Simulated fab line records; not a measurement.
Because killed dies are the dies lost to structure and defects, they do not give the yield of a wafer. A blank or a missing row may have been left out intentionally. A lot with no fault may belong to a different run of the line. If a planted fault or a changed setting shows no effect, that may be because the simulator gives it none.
Which tool is to blame?    flow berkeley_cmos170    7 lots with 21 wafers sampled at 2 steps, on a route of 331 steps

## WHAT THE GAUGES READ, wafer by wafer
UCB170_PSD_OVL_MEAS_07.
lot   measured      on          PSD_OVL (nm)
L597  day 7 23:05   overlay-01  -7 4 0
L599  day 8 08:41   overlay-02  1 0 -8
L601  day 8 17:04   overlay-01  -4 -4 2
L604  day 9 18:40   overlay-01  -9 -15 -8
L606  day 10 05:11  overlay-02  -3 5 12
L610  day 10 22:37  overlay-02  -5 -7 -4
L618  day 12 23:56  overlay-02  243 246 245

## TOOL THAT RAN EACH LOT (tool first, then ch and the chambers of the sampled wafers, then the start)
lot   UCB170_PSD_EXPOSE_03
L597  krf_scanner-01 ch 0, day 7 22:17
L599  krf_scanner-01 ch 0, day 8 07:50
L601  krf_scanner-02 ch 0, day 8 16:34
L604  krf_scanner-01 ch 0, day 9 18:09
L606  krf_scanner-01 ch 0, day 10 04:34
L610  krf_scanner-01 ch 0, day 10 21:26
L618  krf_scanner-01 ch 0, day 12 23:25
- UCB170_PSD_EXPOSE_03: exposes mask PSELECT MOD, target cd 1200 nm.

## THE ANSWER, worked out from the rows above alone
Rule: what is usual is taken from the lots themselves. The widest of any qualifying gaps counts: lots, ordered by their means at a reading, are off when they make up no more than a third of the lots, leave a main group of 4 or more, and stand apart from it by 3 or more times the standard deviation of that group's means. If all means in a main group match to the digits the tables above print for the reading, that group is not used. Also off: a lot with no number at a reading for which 4 or more lots have one. All remaining lots with rows at the step are treated as sound.
Off: L618, seen at UCB170_PSD_OVL_MEAS_07 (PSD_OVL). Main group: mean -3 nm, sd 4.6.
If a tool, at a process step before that reading, ran all the lots that are off and no sound lot after the first of them, it fits. The gauges at UCB170_PSD_OVL_MEAS_07 are tried like those tools. Can't be told from this: 2 tools fit, krf_scanner-01 at UCB170_PSD_EXPOSE_03, overlay-02 at UCB170_PSD_OVL_MEAS_07.

## WHAT THE SIMULATOR HAD INSERTED
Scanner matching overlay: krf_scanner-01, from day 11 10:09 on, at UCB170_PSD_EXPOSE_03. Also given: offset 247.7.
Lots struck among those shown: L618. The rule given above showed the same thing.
